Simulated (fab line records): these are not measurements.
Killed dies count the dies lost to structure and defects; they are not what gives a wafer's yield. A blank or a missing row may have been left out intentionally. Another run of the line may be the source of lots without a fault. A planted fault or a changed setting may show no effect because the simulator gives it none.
Comparing a struck lot with a sound one    flow rit-cmos    44 steps out of a route of 202
Sound: the wafers L209.3, L209.5, L209.6. Struck: wafers L217.3, L217.4, L217.5. Last of all comes the cause.
Order at every step that has rows: each side's tool, ch and its chambers, its first start. Under that, the readings that differ: sound wafers    struck wafers    difference of the means    sigmas: that difference in standard deviations of wafers without a fault.
alike: words and numbers the same on both sides, and readings whose means are apart by under 2 such deviations; not compared: readings that were withheld, readings missing a value for some wafer, numbers with overlapping values and no deviation given by the record, and bounds like >300 which may hide the same value.
The two part at a step that has a row with sigmas, a row that says differs or no value, or rows on one side only. Numbers that don't overlap but have no deviation are shown without sigmas and don't part them. Lack of a reading on every wafer of one side parts them only where that side has two or more wafers.

first, 2 steps without rows for these wafers: RIT_NLDD_HARDBAKE_07 (time 60 s); RIT_NLDD_IMPLANT_08.
RIT_NLDD_STRIP_09: strips in O2, time 180 s.
  sound on plasma-asher-03 ch 0,1, day 4 20:59; struck on plasma-asher-01 ch 0,1, day 6 12:32
  alike: chamber-pressure-mTorr, drypump-motor-current-A, rf-refl-power-W
  not compared: rf-hours-counter-h
RIT_NLDD_TW_MEAS_10:
  sound: film-metro-04 at day 4 21:07; struck: film-metro-01 at day 6 12:41
reading  sound           struck          difference  sigmas
NLDD_TW  2463 2462 2457  2512 2513 2505  +49         +2
then, 6 steps without rows for these wafers: RIT_PLDD_HMDS_00 (prime time 60 s); RIT_PLDD_COAT_01 (resist thk 1000 nm); RIT_PLDD_SOFTBAKE_02 (time 60 s); RIT_PLDD_EXPOSE_03 (exposes mask M8, target cd 40900 nm); RIT_PLDD_PEB_04; RIT_PLDD_DEVELOP_05 (develop time 50 s).
RIT_PLDD_OVL_MEAS_06:
  sound: overlay-02 at day 4 22:12; struck: overlay-02 at day 6 13:49
  alike: PLDD_OVL
then, 1 step without rows for these wafers: RIT_PLDD_HARDBAKE_07 (time 60 s).
RIT_PLDD_IMPLANT_08:
  sound on implanter-01 ch 0, day 4 22:25; struck on implanter-01 ch 0, day 6 14:03
reading                    sound                 struck                difference  sigmas
beam-energy-keV            19.999 20.004 19.997  17.991 18.005 17.993  -2.004      -99 or more
model.implant.rp-nm (nm)   17.5 17.5 17.5        15.75 15.75 15.75     -1.75       
model.implant.drp-nm (nm)  9.752 9.752 9.752     9.055 9.055 9.055     -0.697      
  alike: faraday-current-uA
RIT_PLDD_STRIP_09: strips in O2, time 180 s.
  sound on plasma-asher-02 ch 0,1, day 4 22:35; struck on plasma-asher-02 ch 0,1, day 6 14:12
  alike: chamber-pressure-mTorr, drypump-motor-current-A, rf-refl-power-W
  not compared: rf-hours-counter-h
RIT_PLDD_TW_MEAS_10:
  sound: film-metro-04 at day 4 22:43; struck: film-metro-01 at day 6 14:20
  alike: PLDD_TW
then, 4 steps without rows for these wafers: RIT_SPACER_CLEAN_00 (cleans in SC1, time 600 s); RIT_SPACER_CLEAN_01 (cleans in dHF, time 30 s); RIT_SPACER_CLEAN_02 (cleans in SC2, time 600 s); RIT_SPACER_CVD_03 (deposits Si3N4 from SiH2Cl2/NH3, target thk 250 nm, time 3300 s).
RIT_SPACER_THK_MEAS_04:
  sound: film-metro-04 at day 5 01:05; struck: film-metro-03 at day 6 17:40
  alike: SPACER_NITRIDE_THK
RIT_SPACER_ETCHBACK_05: etches Si3N4 in SF6/CHF3, stops on SiO2, target depth 250 nm, time 240 s.
  sound on rie-diel-02 ch 0,1,2, day 5 01:07; struck on rie-diel-02 ch 0,1,3, day 6 17:42
  alike: chamber-pressure-mTorr, drypump-motor-current-A, oes-product-au, rf-fwd-power-W, throttle-valve-pct
  not compared: rf-hours-counter-h
then, 6 steps without rows for these wafers: RIT_NSD_HMDS_00 (prime time 60 s); RIT_NSD_COAT_01 (resist thk 1000 nm); RIT_NSD_SOFTBAKE_02 (time 60 s); RIT_NSD_EXPOSE_03 (exposes mask M9, target cd 40700 nm); RIT_NSD_PEB_04; RIT_NSD_DEVELOP_05 (develop time 50 s).
RIT_NSD_OVL_MEAS_06:
  sound: overlay-01 at day 5 02:08; struck: overlay-01 at day 6 18:50
  alike: NSD_OVL
then, 2 steps without rows for these wafers: RIT_NSD_HARDBAKE_07 (time 60 s); RIT_NSD_IMPLANT_08.
RIT_NSD_STRIP_09: strips in O2, time 180 s.
  sound on plasma-asher-01 ch 0,1, day 5 02:31; struck on plasma-asher-04 ch 0,1, day 6 19:13
reading              sound        struck       difference  sigmas
rf-refl-power-W (W)  5.9 6.1 6.8  9.2 9.5 9.6  +3.2        +2
  alike: chamber-pressure-mTorr, drypump-motor-current-A
  not compared: rf-hours-counter-h
RIT_NSD_TW_MEAS_10:
  sound: film-metro-04 at day 5 02:39; struck: film-metro-02 at day 6 19:22
  alike: NSD_TW
then, 6 steps without rows for these wafers: RIT_PSD_HMDS_00 (prime time 60 s); RIT_PSD_COAT_01 (resist thk 1000 nm); RIT_PSD_SOFTBAKE_02 (time 60 s); RIT_PSD_EXPOSE_03 (exposes mask M10, target cd 40900 nm); RIT_PSD_PEB_04; RIT_PSD_DEVELOP_05 (develop time 50 s).
RIT_PSD_OVL_MEAS_06:
  sound: overlay-02 at day 5 03:33; struck: overlay-02 at day 6 20:32
  alike: PSD_OVL
then, 2 steps without rows for these wafers: RIT_PSD_HARDBAKE_07 (time 60 s); RIT_PSD_IMPLANT_08.
RIT_PSD_STRIP_09: strips in O2, time 180 s.
  sound on plasma-asher-02 ch 0,1, day 5 03:56; struck on plasma-asher-01 ch 0,1, day 6 20:56
  alike: chamber-pressure-mTorr, drypump-motor-current-A, rf-refl-power-W
  not compared: rf-hours-counter-h
RIT_SDANNEAL_RS_MEAS_06: the measuring method here is four-point-probe.
  sound: film-metro-04 at day 5 04:49; struck: film-metro-02 at day 6 21:49
reading           sound              struck             difference  sigmas
PLDD_RS (ohm/sq)  178.5 178.2 178.0  185.8 185.8 185.7  +7.5        +18
RIT_M1_PROBE_99:
  sound: prober-02 at day 5 11:59; struck: prober-01 at day 7 05:16
reading                                     sound                 struck                difference  sigmas
model.etest.pmos-turned.r-on-ohm-um         3155 3260 3276        4050 4153 4093        +868        
model.etest.pmos_0p3.r-on-ohm-um            5975 6052 6090        6593 6796 6619        +630        
model.etest.pmos_0p15.r-on-ohm-um           2616 2642 2693        3153 3206 3140        +516        
model.etest.pldd.rs-ohm-sq                  440.9 445.2 460.7     736.1 733.3 738.4     +287.0      
model.etest.pldd.line-ohm-um                137 143.6 145.2       231.6 229.2 231.5     +88.8       
model.etest.pmos-turned.drive-ua-um         212.3 207.7 203.5     148.7 145 147.5       -60.8       
model.etest.pmos_0p15.drive-ua-um           275.9 270.2 265.2     223.2 218 221.8       -49.4       
model.etest.retro-edge-pmos.off-log10-a-um  -9.949 -9.852 -9.947  -11.17 -11.02 -11.07  -1.17       
  alike: killed_at_M0_to_M3, killed-at-contacts, killed-at-front-end, killed-dies, killed-open, killed-short

## WHERE THEY PART
Last at RIT_SDANNEAL_RS_MEAS_06 as far as this record goes, first at RIT_NLDD_TW_MEAS_10. Later steps at which nothing parts them and some readings are alike: RIT_M1_PROBE_99.

WHY: whatever the simulator had introduced
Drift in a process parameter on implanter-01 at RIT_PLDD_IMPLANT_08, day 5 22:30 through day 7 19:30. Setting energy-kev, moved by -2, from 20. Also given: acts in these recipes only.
